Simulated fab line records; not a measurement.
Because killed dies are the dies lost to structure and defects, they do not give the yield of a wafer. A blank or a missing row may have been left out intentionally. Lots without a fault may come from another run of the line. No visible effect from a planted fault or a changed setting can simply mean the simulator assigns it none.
fab line records	flow rit-cmos
[record] lots = 14	wafers = 42	last-day = 8
route steps=202 shown NLDD@112 PLDD@123 PSD@151 CONTACT@168 M1@202
lots untouched by any fault: they come from a run of this same line in which no faults occurred
start-h: hours from the record's first day to the start of the lot's first wafer shown	wait-h: hours since the lot's step before	" as in the row above	L1.1+2: several wafers, shown together as one row	- no value, or no start was given	* or withheld: withheld	< > ~ a bound
route shown NAME@n: names a module that has steps shown in the file, with the first one's number in the route	usual: mean/standard deviation of fault-free wafers	same: alike in all rows	chamber/n: place in a boat	sites: per-site readings	_std_site: standard deviation across them	_edge_site: mean of outer sites minus mean of inner sites	radius-mm: how far each site lies from the wafer's centre	mask NAME#n: copy n	behind: tool/chamber where the wafer was last shaped	hold: why the lot went on hold/how many hours it stayed there/how the hold came to an end	device: which transistor (n, p or np) failed to switch	end of line: the route-end tests of the same wafers	a step given without rows: its recipe and nothing more	killed: at the first sort, the dies lost to defects and structure; wafer yield is something else	map: a wafer's dies, x killed, . not, _ none there
set.NAME: the setting the step ran with; set.NAME@STEP: the setting that earlier step ran with	model.NAME: the simulator's own value behind a step, which no gauge read
the route's steps for a sample of lots (tables are steps, rows are wafers)
services: a tool's chamber out of use, with start hour (start-h, from the record's first day; less than 0 if before it), hours out, and reason
[[steps]]
[step RIT_NLDD_STRIP_09]
[recipe] chemistry = O2	time-s = 180	resist = NOVOLAK	platen-temp-c = withheld	power-w = 500	pressure-mtorr = 4000	o2-flow-sccm = 4000
[usual] chamber-pressure-mTorr = 4000/3.7	drypump-motor-current-A = 5.8/0.75
[same] time-s = 180
lot.wafer	tool	chamber	start-h	wait-h	chamber-pressure-mTorr	drypump-motor-current-A	rf-hours-counter-h
L864.2	plasma-asher-02	0	53.89	0.1	3995	5.4	43
L864.4	"	0	"	"	4001	5.4	-
L864.6	"	0	"	"	4004	5.4	-
L869.2	plasma-asher-04	0	90.32	0.1	3994	6.7	40
L869.3	"	0	"	"	3995	6.8	-
L869.5	"	0	"	"	3996	6.7	-
L870.3	plasma-asher-02	0	99.64	0.1	3996	5.4	-
L870.5	"	1	"	"	3995	5.2	-
L870.6	"	0	"	"	3995	5.4	-
L872.2	plasma-asher-03	0	111.51	0.1	4003	6.4	30
L872.3	"	1	"	"	3998	4.9	-
L872.6	"	0	"	"	4001	6.4	-
L873.3	plasma-asher-02	0	121.80	0.1	4000	5.4	-
L873.4	"	1	"	"	3999	5.2	-
L873.5	"	1	"	"	4001	5.2	-
L877.3	plasma-asher-04	0	130.32	0.1	4001	6.7	-
L877.5	"	1	"	"	4007	6.6	-
L877.6	"	0	"	"	4004	6.8	-
L876.3	plasma-asher-03	0	130.56	0.1	4002	6.4	-
L876.5	"	0	"	"	3995	6.4	-
L876.6	"	1	"	"	3998	4.8	-
L878.2	plasma-asher-03	0	139.01	0.1	4005	6.4	34
L878.4	"	0	"	"	4004	6.4	-
L878.6	"	1	"	"	4000	4.9	-
L880.2	plasma-asher-02	1	139.16	0.1	4001	5.2	51
L880.3	"	0	"	"	4000	5.4	-
L880.6	"	0	"	"	4005	5.4	-
L879.1	plasma-asher-04	0	139.66	0.1	4002	6.7	44
L879.2	"	1	"	"	4000	6.6	44
L879.5	"	1	"	"	4006	6.6	-
L881.2	plasma-asher-04	1	152.33	0.2	3997	6.6	46
L881.4	"	1	"	"	4001	6.6	-
L881.6	"	0	"	"	4004	6.8	-
L883.2	plasma-asher-03	0	153.54	0.2	4000	6.4	36
L883.3	"	0	"	"	3996	6.4	-
L883.4	"	1	"	"	3997	4.9	-
L884.2	plasma-asher-03	0	162.47	0.1	4001	6.4	37
L884.4	"	0	"	"	3997	6.4	-
L884.5	"	1	"	"	3998	4.9	-
L885.3	plasma-asher-04	0	167.03	0.1	3995	6.8	-
L885.4	"	1	"	"	3997	6.6	-
L885.5	"	1	"	"	4009	6.6	-
[step RIT_PLDD_STRIP_09]
[recipe] chemistry = O2	time-s = 180	resist = NOVOLAK	platen-temp-c = withheld	power-w = 500	pressure-mtorr = 4000	o2-flow-sccm = 4000
[usual] chamber-pressure-mTorr = 4000/4.4	drypump-motor-current-A = 5.4/0.39
[same] time-s = 180
lot.wafer	tool	chamber	start-h	wait-h	chamber-pressure-mTorr	drypump-motor-current-A	rf-hours-counter-h
L864.2	plasma-asher-02	0	55.44	0.1	3997	5.4	43
L864.4	"	0	"	"	4003	5.4	-
L864.6	"	1	"	"	4003	5.2	-
L869.2	plasma-asher-01	1	91.74	0.1	3998	5.3	45
L869.3	"	0	"	"	4002	5.5	-
L869.5	"	0	"	"	3994	5.5	-
L870.3	plasma-asher-01	1	101.18	0.1	3999	5.3	-
L870.5	"	0	"	"	3999	5.5	-
L870.6	"	1	"	"	4003	5.3	-
L872.2	plasma-asher-03	0	113.26	0.1	3999	6.4	31
L872.3	"	0	"	"	3994	6.4	-
L872.6	"	1	"	"	4001	4.8	-
L873.3	plasma-asher-01	1	123.24	0.1	4000	5.3	-
L873.4	"	0	"	"	4003	5.5	-
L873.5	"	0	"	"	3996	5.5	-
L877.3	plasma-asher-03	1	132.12	0.1	4004	4.9	-
L877.5	"	0	"	"	3998	6.4	-
L877.6	"	1	"	"	4001	4.9	-
L876.3	plasma-asher-02	1	132.33	0.1	4000	5.2	-
L876.5	"	1	"	"	4006	5.2	-
L876.6	"	0	"	"	4000	5.4	-
L878.2	plasma-asher-02	0	141.08	0.1	3994	5.4	52
L878.4	"	0	"	"	4000	5.4	-
L878.6	"	1	"	"	4002	5.2	-
L880.2	plasma-asher-01	1	141.15	0.1	4006	5.3	3
L880.3	"	1	"	"	4003	5.3	-
L880.6	"	0	"	"	3999	5.5	-
L879.1	plasma-asher-03	1	141.55	0.1	3996	4.9	35
L879.2	"	0	"	"	3999	6.4	35
L879.5	"	0	"	"	4008	6.4	-
L881.2	plasma-asher-02	0	153.97	0.1	4001	5.4	54
L881.4	"	1	"	"	4000	5.2	-
L881.6	"	1	"	"	3999	5.2	-
L883.2	plasma-asher-02	1	155.08	0.1	3999	5.2	54
L883.3	"	0	"	"	3997	5.4	-
L883.4	"	1	"	"	3996	5.2	-
L884.2	plasma-asher-01	1	163.89	0.1	3989	5.3	6
L884.4	"	0	"	"	4007	5.5	-
L884.5	"	1	"	"	4000	5.3	-
L885.3	plasma-asher-02	1	168.57	0.1	3999	5.2	-
L885.4	"	0	"	"	4003	5.4	-
L885.5	"	1	"	"	3998	5.2	-
[step RIT_PSD_STRIP_09]
[recipe] chemistry = O2	time-s = 180	resist = NOVOLAK	platen-temp-c = withheld	power-w = 500	pressure-mtorr = 4000	o2-flow-sccm = 4000
[usual] chamber-pressure-mTorr = 4000/3.4	drypump-motor-current-A = 5.9/0.72	time-s = 180/0
lot.wafer	tool	chamber	start-h	wait-h	chamber-pressure-mTorr	drypump-motor-current-A	rf-hours-counter-h	time-s
L864.2	plasma-asher-01	0	63.48	0.1	4001	5.5	43	180
L864.4	"	1	"	"	4002	5.3	-	180
L864.6	"	1	"	"	4004	5.3	-	180
L869.2	plasma-asher-04	0	97.34	0.1	-	-	-	-
L869.3	"	1	"	"	-	-	-	-
L869.5	"	1	"	"	-	-	-	-
L870.3	plasma-asher-03	1	106.64	0.1	-	-	-	-
L870.5	"	0	"	"	-	-	-	-
L870.6	"	1	"	"	-	-	-	-
L872.2	plasma-asher-03	0	119.20	0.1	3997	6.4	31	180
L872.3	"	1	"	"	4001	4.9	-	180
L872.6	"	1	"	"	4002	4.9	-	180
L873.3	plasma-asher-03	0	128.91	0.1	4006	6.4	-	180
L873.4	"	1	"	"	3995	4.9	-	180
L873.5	"	0	"	"	3996	6.4	-	180
L877.3	plasma-asher-03	1	139.57	0.1	3999	4.8	-	180
L877.5	"	1	"	"	4000	4.9	-	180
L877.6	"	0	"	"	4000	6.4	-	180
L876.3	plasma-asher-01	1	139.82	0.1	3997	5.3	-	180
L876.5	"	0	"	"	4003	5.5	-	180
L876.6	"	1	"	"	3994	5.3	-	180
L878.2	plasma-asher-03	1	146.59	0.1	3998	4.9	35	180
L878.4	"	1	"	"	4003	4.9	-	180
L878.6	"	0	"	"	4002	6.4	-	180
L880.2	plasma-asher-04	1	147.95	0.1	3996	6.6	45	180
L880.3	"	0	"	"	4000	6.8	-	180
L880.6	"	1	"	"	4005	6.6	-	180
L879.1	plasma-asher-03	0	148.07	0.1	3999	6.4	36	180
L879.2	"	1	"	"	3995	4.8	36	180
L879.5	"	1	"	"	3995	4.9	-	180
L881.2	plasma-asher-03	1	159.91	0.1	3997	4.9	37	180
L881.4	"	1	"	"	4000	4.9	-	180
L881.6	"	0	"	"	3999	6.4	-	180
L883.2	plasma-asher-03	0	161.40	0.1	4007	6.4	37	180
L883.3	"	0	"	"	4002	6.4	-	180
L883.4	"	1	"	"	3997	4.9	-	180
L884.2	plasma-asher-04	0	169.35	0.1	4001	6.8	48	180
L884.4	"	0	"	"	3996	6.8	-	180
L884.5	"	0	"	"	3992	6.8	-	180
L885.3	plasma-asher-01	0	174.61	0.1	4002	5.5	-	180
L885.4	"	1	"	"	3998	5.3	-	180
L885.5	"	0	"	"	3999	5.5	-	180
[step RIT_CONTACT_CVD_00]
[recipe] material = SiO2	target-thk-nm = 400	precursor = TEOS	temp-c = 390	time-s = 63.55	rf-w = 400
[usual] heater-power-w = 305/39
[same] time-s = 63.55
lot.wafer	tool	chamber	start-h	wait-h	heater-power-w
L864.2	pecvd-02	2	65.27	0.1	348
L864.4	"	2	"	"	363
L864.6	"	0	"	"	235
L872.2	pecvd-03	1	120.85	0.0	324
L872.3	"	0	"	"	315
L872.6	"	2	"	"	287
L873.3	pecvd-02	0	130.51	0.0	215
L873.4	"	1	"	"	296
L873.5	"	0	"	"	226
L877.3	pecvd-02	0	141.17	0.0	273
L877.5	"	0	"	"	283
L877.6	"	1	"	"	341
L876.3	pecvd-01	0	141.43	0.0	348
L876.5	"	0	"	"	360
L876.6	"	2	"	"	296
L878.2	pecvd-03	0	148.25	0.0	276
L878.4	"	2	"	"	227
L878.6	"	0	"	"	290
L880.2	pecvd-02	2	149.68	0.0	364
L880.3	"	1	"	"	342
L880.6	"	0	"	"	278
L879.1	pecvd-01	1	149.75	0.1	295
L879.2	"	0	"	"	298
L879.5	"	0	"	"	320
L881.2	pecvd-03	2	161.59	0.0	264
L881.4	"	2	"	"	283
L881.6	"	0	"	"	342
L883.2	pecvd-01	2	163.08	0.0	314
L883.3	"	0	"	"	328
L883.4	"	1	"	"	311
L884.2	pecvd-03	2	171.01	0.0	292
L884.4	"	2	"	"	302
L884.5	"	0	"	"	338
L885.3	pecvd-01	2	176.21	0.0	317
L885.4	"	0	"	"	315
L885.5	"	2	"	"	321
[step RIT_M1_PROBE_99]
[usual] killed_at_M0_to_M3 = 0.0/0.14	killed-at-contacts = 0.1/0.29	killed-at-front-end = 7/3.1	killed-dies = 7/3.1	killed-on-rim = 1.8/1.3	killed-open = 3.4/1.9	killed-short = 3.6/2.1
[same] gross-dies = 264	killed_at_M4_up = 0	killed-at-back-side = 0	killed-at-other = 0
lot.wafer	tool	chamber	start-h	wait-h	killed_at_M0_to_M3	killed-at-contacts	killed-at-front-end	killed-dies	killed-on-rim	killed-open	killed-short
L864.2	prober-02	-	71.58	0.1	0	0	7	7	2	2	5
L864.4	prober-02	-	71.68	0.2	0	0	3	3	0	3	0
L864.6	prober-02	-	71.78	0.2	0	0	8	8	1	5	3
L869.2	prober-01	-	105.66	0.1	0	0	264	264	70	1	8
L869.3	prober-01	-	105.71	0.2	0	0	264	264	70	7	6
L869.5	prober-01	-	105.81	0.2	0	0	264	264	70	2	1
L870.3	prober-02	-	115.03	0.2	0	0	264	264	70	3	5
L870.5	prober-02	-	115.13	0.2	0	0	264	264	70	5	1
L870.6	prober-02	-	115.18	0.2	0	0	264	264	70	3	2
L872.2	prober-02	-	127.56	0.1	0	0	5	5	2	1	4
L872.3	prober-02	-	127.61	0.2	0	0	4	4	2	2	2
L872.6	prober-02	-	127.76	0.2	0	0	6	6	1	6	0
L873.3	prober-01	-	137.77	0.2	0	0	2	2	1	1	1
L873.4	prober-01	-	137.82	0.2	0	0	8	8	2	3	5
L873.5	prober-01	-	137.87	0.2	0	0	8	8	2	4	4
L877.3	prober-02	-	147.76	0.2	0	1	5	6	2	5	1
L877.5	prober-02	-	147.86	0.2	0	0	2	2	0	1	1
L877.6	prober-02	-	147.91	0.2	1	0	8	9	3	2	5
L876.3	prober-01	-	149.26	0.2	0	0	6	6	0	2	4
L876.5	prober-01	-	149.36	0.2	0	0	5	5	1	3	2
L876.6	prober-01	-	149.41	0.2	0	0	7	7	0	3	4
L878.2	prober-02	-	155.07	0.1	0	0	5	5	2	4	1
L878.4	prober-02	-	155.17	0.2	0	0	7	7	1	4	3
L878.6	prober-02	-	155.27	0.2	0	0	5	5	1	3	2
L880.2	prober-01	-	156.95	0.1	0	0	7	7	1	3	4
L880.3	prober-01	-	157.00	0.2	0	0	5	5	1	2	3
L880.6	prober-01	-	157.15	0.2	0	1	8	9	3	6	3
L879.1	prober-02	-	158.40	0.1	0	0	9	9	3	3	5
L879.2	prober-02	-	158.45	0.1	0	0	6	6	0	1	4
L879.5	prober-02	-	158.60	0.2	0	0	11	11	4	6	3
L881.2	prober-02	-	168.29	0.1	0	0	7	7	0	3	4
L881.4	prober-02	-	168.39	0.2	0	0	7	7	1	3	3
L881.6	prober-02	-	168.49	0.2	0	0	5	5	1	1	4
L883.2	prober-02	-	169.79	0.1	0	1	4	5	0	0	5
L883.3	prober-02	-	169.84	0.2	0	0	10	10	4	5	5
L883.4	prober-02	-	169.89	0.2	0	0	9	9	2	3	6
L884.2	prober-01	-	177.42	0.1	0	0	1	1	0	0	1
L884.4	prober-01	-	177.52	0.2	0	0	5	5	2	2	3
L884.5	prober-01	-	177.57	0.2	0	0	11	11	3	4	7
L885.3	prober-01	-	183.25	0.2	0	0	12	12	3	3	9
L885.4	prober-01	-	183.30	0.2	0	0	8	8	1	5	3
L885.5	prober-01	-	183.35	0.2	0	0	2	2	0	1	1
// killed by level:class
L864.2 GATE:geometric-particle:open=2 GATE:geometric-particle:short=2 FOX2:geometric-particle:short=1 SPACER:geometric-particle:short=1 SILICIDE:geometric-particle:short=1
L864.4 GATE:geometric-particle:open=2 SILICIDE:geometric-particle:open=1
L864.6 SILICIDE:geometric-particle:open=3 SILICIDE:geometric-particle:short=2 GATE:geometric-particle:open=1 REOX:geometric-particle:open=1 SPACER:geometric-particle:short=1
L869.2 SDANNEAL:area-rta=255 GATE:geometric-particle:short=7 FOX2:geometric-particle:short=1 GATE:geometric-particle:open=1
L869.3 SDANNEAL:area-rta=251 GATE:geometric-particle:short=3 GATE:geometric-particle:open=3 SILICIDE:geometric-particle:open=2 FOX1:geometric-particle:short=1 REOX:geometric-particle:short=1 REOX:geometric-particle:open=1 SPACER:geometric-particle:open=1
L869.5 SDANNEAL:area-rta=261 GATE:geometric-particle:open=1 REOX:geometric-particle:short=1 SILICIDE:geometric-particle:open=1
L870.3 SDANNEAL:area-rta=256 GATE:geometric-particle:short=2 FOX1:geometric-particle:short=1 FOX2:geometric-particle:open=1 FOX2:geometric-particle:short=1 GATE:geometric-particle:open=1 SILICIDE:geometric-particle:open=1 SILICIDE:geometric-particle:short=1
L870.5 SDANNEAL:area-rta=258 FOX1:geometric-particle:open=3 FOX2:geometric-particle:open=1 GATE:geometric-particle:open=1 REOX:geometric-particle:short=1
L870.6 SDANNEAL:area-rta=259 GATE:geometric-particle:open=3 FOX1:geometric-particle:short=1 FOX2:geometric-particle:short=1
L872.2 FOX1:geometric-particle:short=1 GATE:geometric-particle:short=1 SPACER:geometric-particle:short=1 SILICIDE:geometric-particle:short=1 SILICIDE:geometric-particle:open=1
L872.3 GATE:geometric-particle:open=2 REOX:geometric-particle:short=1 SPACER:geometric-particle:short=1
L872.6 REOX:geometric-particle:open=2 SILICIDE:geometric-particle:open=2 FOX1:geometric-particle:open=1 FOX2:geometric-particle:open=1
L873.3 GATE:geometric-particle:short=1 GATE:geometric-particle:open=1
L873.4 REOX:geometric-particle:short=2 REOX:geometric-particle:open=2 FOX2:geometric-particle:short=1 GATE:geometric-particle:open=1 GATE:geometric-particle:short=1 SILICIDE:geometric-particle:short=1
L873.5 GATE:geometric-particle:open=3 SPACER:geometric-particle:short=3 GATE:geometric-particle:short=1 REOX:geometric-particle:open=1
L877.3 GATE:geometric-particle:open=3 GATE:geometric-particle:short=1 SILICIDE:geometric-particle:open=1 CONTACT:geometric-particle:open=1
L877.5 GATE:geometric-particle:short=1 REOX:geometric-particle:open=1
L877.6 GATE:geometric-particle:short=3 SPACER:geometric-particle:open=2 REOX:geometric-particle:short=1 SILICIDE:geometric-particle:short=1 NLDD:coat-microbubble-printed=1 M1:coat-microbubble-printed=1
L876.3 REOX:geometric-particle:short=2 GATE:geometric-particle:short=1 GATE:geometric-particle:open=1 SILICIDE:geometric-particle:open=1 SILICIDE:geometric-particle:short=1
L876.5 GATE:geometric-particle:open=2 FOX1:geometric-particle:short=1 FOX1:geometric-particle:open=1 SPACER:geometric-particle:short=1
L876.6 GATE:geometric-particle:short=3 GATE:geometric-particle:open=1 REOX:geometric-particle:open=1 SILICIDE:geometric-particle:open=1 SILICIDE:geometric-particle:short=1
L878.2 GATE:geometric-particle:open=2 FOX1:geometric-particle:open=1 SPACER:geometric-particle:open=1 SPACER:geometric-particle:short=1
L878.4 FOX1:geometric-particle:open=3 SPACER:geometric-particle:short=2 GATE:geometric-particle:short=1 SPACER:geometric-particle:open=1
L878.6 GATE:geometric-particle:open=3 SPACER:geometric-particle:short=2
L880.2 FOX2:geometric-particle:open=2 FOX2:geometric-particle:short=1 GATE:geometric-particle:short=1 SPACER:geometric-particle:open=1 SPACER:geometric-particle:short=1 SILICIDE:geometric-particle:short=1
L880.3 FOX2:geometric-particle:short=2 GATE:geometric-particle:short=1 GATE:geometric-particle:open=1 SILICIDE:geometric-particle:open=1
L880.6 GATE:geometric-particle:open=2 FOX1:geometric-particle:short=1 FOX1:geometric-particle:open=1 GATE:geometric-particle:short=1 REOX:geometric-particle:open=1 SPACER:geometric-particle:open=1 SILICIDE:geometric-particle:open=1 CONTACT:geometric-particle:short=1
L879.1 REOX:geometric-particle:short=4 FOX1:geometric-particle:open=2 FOX1:geometric-particle:short=1 SILICIDE:geometric-particle:open=1 PLDD:coat-microbubble-printed=1
L879.2 GATE:geometric-particle:short=4 GATE:geometric-particle:open=1 PLDD:coat-microbubble-printed=1
L879.5 GATE:geometric-particle:open=3 SPACER:geometric-particle:open=2 FOX1:geometric-particle:short=1 GATE:geometric-particle:short=1 REOX:geometric-particle:open=1 SPACER:geometric-particle:short=1 PWELL:coat-microbubble-printed=1 PLDD:coat-microbubble-printed=1
L881.2 GATE:geometric-particle:open=3 FOX1:geometric-particle:short=2 GATE:geometric-particle:short=1 SPACER:geometric-particle:short=1
L881.4 GATE:geometric-particle:short=3 GATE:geometric-particle:open=2 REOX:geometric-particle:open=1 GATE:coat-microbubble-printed=1
L881.6 FOX2:geometric-particle:short=2 REOX:geometric-particle:short=2 GATE:geometric-particle:open=1
L883.2 GATE:geometric-particle:short=2 FOX2:geometric-particle:short=1 SILICIDE:geometric-particle:short=1 CONTACT:geometric-particle:short=1
L883.3 FOX1:geometric-particle:short=3 GATE:geometric-particle:open=2 GATE:geometric-particle:short=2 FOX1:geometric-particle:open=1 FOX2:geometric-particle:open=1 SILICIDE:geometric-particle:open=1
L883.4 GATE:geometric-particle:short=3 SPACER:geometric-particle:short=2 SILICIDE:geometric-particle:open=2 GATE:geometric-particle:open=1 SILICIDE:geometric-particle:short=1
L884.2 ACTIVE:geometric-particle:short=1
L884.4 FOX1:geometric-particle:short=2 FOX1:geometric-particle:open=1 GATE:geometric-particle:open=1 SPACER:geometric-particle:short=1
L884.5 FOX1:geometric-particle:short=4 GATE:geometric-particle:open=2 GATE:geometric-particle:short=2 FOX1:geometric-particle:open=1 SILICIDE:geometric-particle:short=1 SILICIDE:geometric-particle:open=1
L885.3 GATE:geometric-particle:short=3 FOX2:geometric-particle:short=2 SPACER:geometric-particle:short=2 FOX1:geometric-particle:open=1 FOX1:geometric-particle:short=1 GATE:geometric-particle:open=1 SILICIDE:geometric-particle:open=1 SILICIDE:geometric-particle:short=1
L885.4 SILICIDE:geometric-particle:open=2 GATE:geometric-particle:short=2 FOX2:geometric-particle:open=1 GATE:geometric-particle:open=1 SPACER:geometric-particle:open=1 SILICIDE:geometric-particle:short=1
L885.5 FOX1:geometric-particle:short=1 GATE:geometric-particle:open=1
[[services]]
tool	chamber	start-h	hours	kind
pecvd-03	-	71.24	0.2	repair
pecvd-02	-	105.65	1.0	repair
plasma-asher-01	-	108.75	9.0	pm
plasma-asher-01	0	108.75	9.0	vent-cycle
plasma-asher-01	1	108.75	9.0	vent-cycle
plasma-asher-01	0	117.75	-	clean
plasma-asher-01	1	117.75	-	clean
plasma-asher-04	-	121.84	3.7	pm
plasma-asher-02	-	145.29	0.8	repair
plasma-asher-03	-	151.56	1.9	repair
pecvd-02	-	156.25	2.8	pm
pecvd-01	0	166.06	3.7	repair
plasma-asher-03	-	172.27	2.8	pm
pecvd-02	-	175.85	1.3	repair
[[key]]
[first-sign] step = RIT_PSD_STRIP_09	reading = tool-record	direction = missing
[effect] step = RIT_M1_PROBE_99	reading = killed-at-front-end	direction = up	sigmas = 83	usual = 7	struck = 264
[more-kills-born-at] RIT_SDANNEAL_RTA_03@rtp-anneal-01 = 773	RIT_SDANNEAL_RTA_03@rtp-anneal-02 = 767
met-at RIT_PSD_STRIP_09
struck-lots L869,L870
later-rows-left-out L869.2,L869.3,L869.5,L870.3,L870.5,L870.6
tester-left-out L869,L870
not-acting-at RIT_NLDD_STRIP_09,RIT_PLDD_STRIP_09,RIT_CONTACT_CVD_00
[fault] kind = skipped-step-whole	tool = plasma-asher-03,plasma-asher-04	chamber = -	onset-h = 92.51	steps = RIT_PSD_STRIP_09	scope = struck-lots-only
// tester-left-out: of these lots the tester's yield and bins aren't shown, on N5 and GAA mostly nor the transistor test; their killed dies are dies lost to structure and defects alone, not to doping, threshold or leakage, so they don't give the yield
// later-rows-left-out: the simulator's readings of these wafers behind a module that went badly wrong aren't trusted and aren't shown, but for the sort
